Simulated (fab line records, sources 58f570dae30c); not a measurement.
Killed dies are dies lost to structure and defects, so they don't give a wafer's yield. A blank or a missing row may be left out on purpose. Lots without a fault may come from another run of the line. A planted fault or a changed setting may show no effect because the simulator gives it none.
Split-lot experiment | flow berkeley_cmos170 | 5 lots, 23 wafers read, on a route of 331 steps

THE SPLIT
At UCB170_PLDD_EXPOSE_03 (exposes mask PSELECT, target cd 1200 nm), the setting dose_mj was moved away from the recipe's 30 on 11 of the 23 wafers read, by -7.4% to +4.8%. The other wafers ran this setting at the recipe's value.

FROM THE SPLIT TO THE READING: what the file shows between them, 2 steps
- UCB170_PLDD_PEB_04
- UCB170_PLDD_DEVELOP_05: develop time 45 s

THE READING
cd_nm, in nm, at UCB170_PLDD_CD_MEAS_06 (target cd 1200 nm). Fault-free wafers of this fab line usually give 1200.1 nm, standard deviation 1.3 nm.

wafer  | tool, chamber at the split | dose_mj as run | against the recipe | cd_nm, nm | against lot-mates on the recipe
L075.1 | krf_scanner-02, 0          | 30             | recipe             | 1200.9    | -
L075.2 | krf_scanner-02, 0          | 31.43          | +4.8%              | 1209.2    | +8.1
L075.3 | krf_scanner-02, 0          | 30             | recipe             | 1201.2    | -
L075.4 | krf_scanner-02, 0          | 31.43          | +4.8%              | 1209.1    | +8.0
L075.5 | krf_scanner-02, 0          | 31.43          | +4.8%              | 1209.8    | +8.7
L077.1 | krf_scanner-02, 0          | 30             | recipe             | 1198.9    | -
L077.2 | krf_scanner-02, 0          | 30             | recipe             | 1199.8    | -
L077.4 | krf_scanner-02, 0          | 28.37          | -5.4%              | 1188.2    | -11.1
L077.5 | krf_scanner-02, 0          | 28.37          | -5.4%              | 1189.6    | -9.8
L077.6 | krf_scanner-02, 0          | 28.37          | -5.4%              | 1187.4    | -11.9
L078.1 | krf_scanner-01, 0          | 30             | recipe             | 1199.2    | -
L078.3 | krf_scanner-01, 0          | 30             | recipe             | 1199.8    | -
L078.6 | krf_scanner-01, 0          | 30             | recipe             | 1199.0    | -
L081.1 | krf_scanner-01, 0          | 27.79          | -7.4%              | 1184.8    | -14.7
L081.2 | krf_scanner-01, 0          | 30             | recipe             | 1199.0    | -
L081.3 | krf_scanner-01, 0          | 27.79          | -7.4%              | 1185.4    | -14.1
L081.5 | krf_scanner-01, 0          | 30             | recipe             | 1199.7    | -
L081.6 | krf_scanner-01, 0          | 30             | recipe             | 1199.7    | -
L085.1 | krf_scanner-01, 0          | 28.58          | -4.7%              | 1188.5    | -9.7
L085.3 | krf_scanner-01, 0          | 28.58          | -4.7%              | 1189.3    | -8.9
L085.4 | krf_scanner-01, 0          | 28.58          | -4.7%              | 1189.7    | -8.5
L085.5 | krf_scanner-01, 0          | 30             | recipe             | 1197.7    | -
L085.6 | krf_scanner-01, 0          | 30             | recipe             | 1198.6    | -

THE FIT
A straight line over all 23 wafers: cd_nm changes by +2.05 nm for each +1% of dose_mj; r = +0.99; the points scatter about the line by 0.87 nm.
The same after taking each lot's own level away (the mean of its wafers on the recipe; 23 wafers): +1.89 nm for each +1%; r = +1.00; scatter 0.59 nm.
On that fit, the largest move of dose_mj shifts the reading by 14 nm.
The lots' own levels span 1198.15 to 1201.05 nm, that is 2.2 times the standard deviation above.
So the lot-to-lot level changes the slope little: the two slopes agree.
Check: with one of the wafers moved furthest among these (-7.4%) left out of the fit, the line predicts -14.1 nm for it against its lot-mates. It came out at -14.7 nm against them.

OTHER SPLITS ON THESE WAFERS
These wafers also went through other splits before the reading. Each is held against what the fit with the lots' levels taken away leaves over:
other split on the same wafers         | wafers away from the commonest value | r with cd_nm (lot level and that fit taken away)
UCB170_PWELL_COAT_08 resist_thk_nm     | 11                                   | -0.30
UCB170_PWELL_DEVELOP_12 develop_time_s | 7                                    | -0.19
UCB170_ACTIVE_CVD_05 time_s            | 10                                   | +0.24
UCB170_FIELD_OXIDATION_01 ox_time_s    | 18                                   | -0.13
UCB170_SACOX_OXIDATION_01 ox_time_s    | 15                                   | +0.08
UCB170_NVT_IMPLANT_07 dose_cm2         | 11                                   | +0.19
UCB170_PVT_EXPOSE_03 dose_mj           | 6                                    | -0.05
UCB170_GATE_COAT_07 spin_rpm           | 9                                    | -0.29

THE FILE'S OWN FIT
cd_nm changes by +1.92 nm for each +1% of dose_mj, r = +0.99.
